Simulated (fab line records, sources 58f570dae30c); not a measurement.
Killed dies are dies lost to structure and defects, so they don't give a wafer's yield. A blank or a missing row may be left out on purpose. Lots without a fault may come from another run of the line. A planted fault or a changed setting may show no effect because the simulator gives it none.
Split-lot experiment | flow berkeley_cmos170 | 5 lots, 27 wafers read, on a route of 331 steps

THE SPLIT
At UCB170_V1_ETCH_14 (etches SiO2 in CHF3/CF4/Ar, stops on Al, target depth 1250 nm, time 291 s), the setting time_s was moved away from the recipe's 291 s on 9 of the 27 wafers read, by -31.7% to +36.2%. The other wafers ran this setting at the recipe's value.

The reading is taken at the split's own step.

THE READING
KrF_of_V1_COAT_07.thk_nm (the simulator's own value, which no gauge read), in nm, at UCB170_V1_ETCH_14 (etches SiO2 in CHF3/CF4/Ar, stops on Al, target depth 1250 nm, time 291 s). The file gives no usual value for it. The 18 wafers here that ran the recipe average 611.1 nm, standard deviation 3.1 nm.

wafer  | tool, chamber at the split | time_s as run, s | against the recipe | KrF_of_V1_COAT_07.thk_nm, nm | against lot-mates on the recipe
L074.2 | rie_diel-03, 2             | 291              | recipe             | 607.7                        | -
L074.3 | rie_diel-03, 3             | 291              | recipe             | 607.4                        | -
L074.4 | rie_diel-03, 3             | 291              | recipe             | 610.5                        | -
L077.1 | rie_diel-04, 1             | 382.9            | +31.6%             | 528.5                        | -78.9
L077.2 | rie_diel-04, 3             | 291              | recipe             | 609.9                        | -
L077.3 | rie_diel-04, 2             | 382.9            | +31.6%             | 526.3                        | -81.1
L077.4 | rie_diel-04, 0             | 291              | recipe             | 606.1                        | -
L077.5 | rie_diel-04, 3             | 382.9            | +31.6%             | 522.8                        | -84.6
L077.6 | rie_diel-04, 0             | 291              | recipe             | 606.2                        | -
L079.1 | rie_diel-03, 1             | 291              | recipe             | 609.6                        | -
L079.2 | rie_diel-03, 2             | 396.3            | +36.2%             | 507.4                        | -103.8
L079.3 | rie_diel-03, 0             | 396.3            | +36.2%             | 511.5                        | -99.7
L079.4 | rie_diel-03, 0             | 291              | recipe             | 612.9                        | -
L079.5 | rie_diel-03, 1             | 291              | recipe             | 611.2                        | -
L079.6 | rie_diel-03, 2             | 396.3            | +36.2%             | 507.1                        | -104.1
L080.1 | rie_diel-02, 0             | 291              | recipe             | 612.1                        | -
L080.2 | rie_diel-02, 2             | 291              | recipe             | 613                          | -
L080.3 | rie_diel-02, 3             | 291              | recipe             | 610.2                        | -
L080.4 | rie_diel-02, 1             | 291              | recipe             | 610.4                        | -
L080.5 | rie_diel-02, 1             | 291              | recipe             | 614                          | -
L080.6 | rie_diel-02, 2             | 291              | recipe             | 611.3                        | -
L084.1 | rie_diel-02, 1             | 291              | recipe             | 618.5                        | -
L084.2 | rie_diel-02, 3             | 291              | recipe             | 613.6                        | -
L084.3 | rie_diel-02, 0             | 198.8            | -31.7%             | 703.7                        | +88.1
L084.5 | rie_diel-02, 0             | 198.8            | -31.7%             | 703.7                        | +88.1
L084.4 | rie_diel-02, 2             | 291              | recipe             | 614.7                        | -
L084.6 | rie_diel-02, 1             | 198.8            | -31.7%             | 704.6                        | +89.0

THE FIT
A straight line over all 27 wafers: KrF_of_V1_COAT_07.thk_nm changes by -2.83 nm for each +1% of time_s; r = -1.00; the points scatter about the line by 3.3 nm.
The same after taking each lot's own level away (the mean of its wafers on the recipe; 27 wafers): -2.75 nm for each +1%; r = -1.00; scatter 2.7 nm.
On that fit, the largest move of time_s shifts the reading by 99 nm.
The lots' own levels span 607.40 to 615.60 nm, that is 2.7 times the standard deviation above.
So the lot-to-lot level changes the slope little: the two slopes agree.
Check: with one of the wafers moved furthest among these (+36.2%) left out of the fit, the line predicts -98.3 nm for it against its lot-mates. It came out at -104 nm against them.

OTHER SPLITS ON THESE WAFERS
These wafers also went through other splits before the reading. Each is held against what the fit with the lots' levels taken away leaves over:
other split on the same wafers          | wafers away from the commonest value | r with KrF_of_V1_COAT_07.thk_nm (lot level and that fit taken away)
UCB170_NWELL_CVD_04 time_s              | 12                                   | +0.41
UCB170_ACTIVE_DEVELOP_12 develop_time_s | 6                                    | +0.10
UCB170_FIELD_WET_ETCH_05 time_s         | 21                                   | -0.09
UCB170_GATE_ETCH_15 target_depth_a      | 9                                    | +0.22
UCB170_SPACER_CVD_00 time_s             | 12                                   | -0.26

THE WHOLE CHAIN: every reading that the file lists as answering this split, in the file's order
step               | what it does                                                              | reading                                                                   | change (the file's fit)              | r (the file's)
UCB170_V1_ETCH_14  | etches SiO2 in CHF3/CF4/Ar, stops on Al, target depth 1250 nm, time 291 s | KrF_of_V1_COAT_07.thk_nm (the simulator's own value, which no gauge read) | -2.74 nm for each +1% of the setting | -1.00
UCB170_V1_STRIP_15 | strips in O2                                                              | strip_time_to_endpoint_s                                                  | withheld for each +1% of the setting | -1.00

THE FILE'S OWN FIT
KrF_of_V1_COAT_07.thk_nm changes by -2.74 nm for each +1% of time_s, r = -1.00.
